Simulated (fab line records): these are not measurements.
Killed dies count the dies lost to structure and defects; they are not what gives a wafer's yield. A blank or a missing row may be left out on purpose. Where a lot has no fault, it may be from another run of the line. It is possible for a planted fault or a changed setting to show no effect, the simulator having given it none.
Split-lot experiment || flow rit_cmos || 23 wafers read from 5 lots, route of 202 steps

ABOUT THE SPLIT
At RIT_PRETRO_COAT_01 (resist thk 1300 nm), the setting spin_rpm was moved away from the recipe's 2000 rpm on 11 of the 23 wafers read, by -4.3% to +2.6%. For the rest of the wafers, this setting stayed at what the recipe calls for.

FROM THE SPLIT TO THE READING: what the file shows between them, 3 steps
- RIT_PRETRO_SOFTBAKE_02: time 60 s
- RIT_PRETRO_EXPOSE_03: exposes mask M5, target cd 43700 nm
- RIT_PRETRO_DEVELOP_05: develop time 68 s

THE READING
NOVOLAK_of_PRETRO_COAT_01.thk_nm (the simulator's own value, which no gauge read), in nm, at RIT_PRETRO_HARDBAKE_07 (time 120 s). The file does not state a usual value for it. Here, 12 wafers ran the recipe; their average is 1141 nm with a standard deviation of 2.1 nm.

{"wafer": "L074.1", "tool, chamber at the split": "litho_track-03, 0", "spin_rpm as run, rpm": 2052, "against the recipe": "+2.6%", "NOVOLAK_of_PRETRO_COAT_01.thk_nm, nm": 1129, "against lot-mates on the recipe": -14}
{"wafer": "L074.2", "tool, chamber at the split": "litho_track-03, 0", "spin_rpm as run, rpm": 2000, "against the recipe": "recipe", "NOVOLAK_of_PRETRO_COAT_01.thk_nm, nm": 1143, "against lot-mates on the recipe": "-"}
{"wafer": "L074.3", "tool, chamber at the split": "litho_track-03, 0", "spin_rpm as run, rpm": 2000, "against the recipe": "recipe", "NOVOLAK_of_PRETRO_COAT_01.thk_nm, nm": 1143, "against lot-mates on the recipe": "-"}
{"wafer": "L074.5", "tool, chamber at the split": "litho_track-03, 0", "spin_rpm as run, rpm": 2052, "against the recipe": "+2.6%", "NOVOLAK_of_PRETRO_COAT_01.thk_nm, nm": 1124, "against lot-mates on the recipe": -19}
{"wafer": "L074.6", "tool, chamber at the split": "litho_track-03, 0", "spin_rpm as run, rpm": 2000, "against the recipe": "recipe", "NOVOLAK_of_PRETRO_COAT_01.thk_nm, nm": 1144, "against lot-mates on the recipe": "-"}
{"wafer": "L080.2", "tool, chamber at the split": "litho_track-02, 0", "spin_rpm as run, rpm": 2000, "against the recipe": "recipe", "NOVOLAK_of_PRETRO_COAT_01.thk_nm, nm": 1136, "against lot-mates on the recipe": "-"}
{"wafer": "L080.3", "tool, chamber at the split": "litho_track-02, 0", "spin_rpm as run, rpm": 1913, "against the recipe": "-4.3%", "NOVOLAK_of_PRETRO_COAT_01.thk_nm, nm": 1162, "against lot-mates on the recipe": "+24"}
{"wafer": "L080.4", "tool, chamber at the split": "litho_track-02, 0", "spin_rpm as run, rpm": 1913, "against the recipe": "-4.3%", "NOVOLAK_of_PRETRO_COAT_01.thk_nm, nm": 1168, "against lot-mates on the recipe": "+30"}
{"wafer": "L080.5", "tool, chamber at the split": "litho_track-02, 0", "spin_rpm as run, rpm": 2000, "against the recipe": "recipe", "NOVOLAK_of_PRETRO_COAT_01.thk_nm, nm": 1139, "against lot-mates on the recipe": "-"}
{"wafer": "L080.6", "tool, chamber at the split": "litho_track-02, 0", "spin_rpm as run, rpm": 1913, "against the recipe": "-4.3%", "NOVOLAK_of_PRETRO_COAT_01.thk_nm, nm": 1163, "against lot-mates on the recipe": "+26"}
{"wafer": "L083.1", "tool, chamber at the split": "litho_track-02, 0", "spin_rpm as run, rpm": 1925, "against the recipe": "-3.7%", "NOVOLAK_of_PRETRO_COAT_01.thk_nm, nm": 1162, "against lot-mates on the recipe": "+22"}
{"wafer": "L083.2", "tool, chamber at the split": "litho_track-02, 0", "spin_rpm as run, rpm": 1925, "against the recipe": "-3.7%", "NOVOLAK_of_PRETRO_COAT_01.thk_nm, nm": 1163, "against lot-mates on the recipe": "+22"}
{"wafer": "L083.4", "tool, chamber at the split": "litho_track-02, 0", "spin_rpm as run, rpm": 1925, "against the recipe": "-3.7%", "NOVOLAK_of_PRETRO_COAT_01.thk_nm, nm": 1163, "against lot-mates on the recipe": "+22"}
{"wafer": "L083.3", "tool, chamber at the split": "litho_track-02, 0", "spin_rpm as run, rpm": 2000, "against the recipe": "recipe", "NOVOLAK_of_PRETRO_COAT_01.thk_nm, nm": 1141, "against lot-mates on the recipe": "-"}
{"wafer": "L083.6", "tool, chamber at the split": "litho_track-02, 0", "spin_rpm as run, rpm": 2000, "against the recipe": "recipe", "NOVOLAK_of_PRETRO_COAT_01.thk_nm, nm": 1140, "against lot-mates on the recipe": "-"}
{"wafer": "L084.2", "tool, chamber at the split": "litho_track-03, 0", "spin_rpm as run, rpm": 2000, "against the recipe": "recipe", "NOVOLAK_of_PRETRO_COAT_01.thk_nm, nm": 1141, "against lot-mates on the recipe": "-"}
{"wafer": "L084.4", "tool, chamber at the split": "litho_track-03, 0", "spin_rpm as run, rpm": 2000, "against the recipe": "recipe", "NOVOLAK_of_PRETRO_COAT_01.thk_nm, nm": 1141, "against lot-mates on the recipe": "-"}
{"wafer": "L084.5", "tool, chamber at the split": "litho_track-03, 0", "spin_rpm as run, rpm": 2000, "against the recipe": "recipe", "NOVOLAK_of_PRETRO_COAT_01.thk_nm, nm": 1140, "against lot-mates on the recipe": "-"}
{"wafer": "L085.1", "tool, chamber at the split": "litho_track-03, 0", "spin_rpm as run, rpm": 1933, "against the recipe": "-3.3%", "NOVOLAK_of_PRETRO_COAT_01.thk_nm, nm": 1157, "against lot-mates on the recipe": "+18"}
{"wafer": "L085.2", "tool, chamber at the split": "litho_track-03, 0", "spin_rpm as run, rpm": 2000, "against the recipe": "recipe", "NOVOLAK_of_PRETRO_COAT_01.thk_nm, nm": 1138, "against lot-mates on the recipe": "-"}
{"wafer": "L085.4", "tool, chamber at the split": "litho_track-03, 0", "spin_rpm as run, rpm": 1933, "against the recipe": "-3.3%", "NOVOLAK_of_PRETRO_COAT_01.thk_nm, nm": 1158, "against lot-mates on the recipe": "+18"}
{"wafer": "L085.5", "tool, chamber at the split": "litho_track-03, 0", "spin_rpm as run, rpm": 2000, "against the recipe": "recipe", "NOVOLAK_of_PRETRO_COAT_01.thk_nm, nm": 1141, "against lot-mates on the recipe": "-"}
{"wafer": "L085.6", "tool, chamber at the split": "litho_track-03, 0", "spin_rpm as run, rpm": 1933, "against the recipe": "-3.3%", "NOVOLAK_of_PRETRO_COAT_01.thk_nm, nm": 1156, "against lot-mates on the recipe": "+16"}

THE FIT
A straight line over all 23 wafers: NOVOLAK_of_PRETRO_COAT_01.thk_nm changes by -5.45 nm for each +1% of spin_rpm; r = -0.98; the points scatter about the line by 2.3 nm.
The same after taking each lot's own level away (the mean of its wafers on the recipe; 23 wafers): -5.98 nm for each +1%; r = -0.99; scatter 1.8 nm.
Per that fit: largest spin_rpm move, reading shift of 26 nm.
Across the lots, their own levels run from 1137.5 to 1143.3 nm, a range of 2.7 times the standard deviation given above.
Consequently the slope shifts little with the lot-to-lot level, the two slopes agreeing.
Check: +25.8 nm against its lot-mates is what the line predicts for one of the wafers moved furthest among these (-4.3%) when that wafer is left out of the fit. It came out at +24.5 nm against them.

THESE WAFERS: OTHER SPLITS
Note: prior to the reading, these wafers also went through further splits. Each is held against what the fit with the lots' levels taken away leaves over:
{"other split on the same wafers": "RIT_ACTIVE_CVD_03 temp_c", "wafers away from the commonest value": 15, "r with NOVOLAK_of_PRETRO_COAT_01.thk_nm (lot level and that fit taken away)": "+0.20"}
{"other split on the same wafers": "RIT_ACTIVE_ETCH_13 rf_w", "wafers away from the commonest value": 8, "r with NOVOLAK_of_PRETRO_COAT_01.thk_nm (lot level and that fit taken away)": "+0.18"}
{"other split on the same wafers": "RIT_NWELL_IMPLANT_08 dose_cm2", "wafers away from the commonest value": 5, "r with NOVOLAK_of_PRETRO_COAT_01.thk_nm (lot level and that fit taken away)": -0.08}
{"other split on the same wafers": "RIT_PWELL_IMPLANT_08 dose_cm2", "wafers away from the commonest value": 8, "r with NOVOLAK_of_PRETRO_COAT_01.thk_nm (lot level and that fit taken away)": "+0.12"}
{"other split on the same wafers": "RIT_NRETRO_COAT_01 spin_rpm", "wafers away from the commonest value": 8, "r with NOVOLAK_of_PRETRO_COAT_01.thk_nm (lot level and that fit taken away)": "+0.32"}
{"other split on the same wafers": "RIT_NRETRO_IMPLANT_08 energy_kev", "wafers away from the commonest value": 9, "r with NOVOLAK_of_PRETRO_COAT_01.thk_nm (lot level and that fit taken away)": -0.01}

THE WHOLE CHAIN: every reading that the file lists as answering this split, in the file's order
{"step": "RIT_PRETRO_COAT_01", "what it does": "resist thk 1300 nm", "reading": "NOVOLAK_of_PRETRO_COAT_01.thk_nm (the simulator's own value, which no gauge read)", "change (the file's fit)": "-6.95 nm for each +1% of the setting", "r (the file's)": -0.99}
{"step": "RIT_PRETRO_HARDBAKE_07", "what it does": "time 120 s", "reading": "NOVOLAK_of_PRETRO_COAT_01.thk_nm (the simulator's own value, which no gauge read)", "change (the file's fit)": "-5.98 nm for each +1% of the setting", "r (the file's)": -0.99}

THE FILE'S OWN FIT
NOVOLAK_of_PRETRO_COAT_01.thk_nm changes by -5.98 nm for each +1% of spin_rpm, r = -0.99.
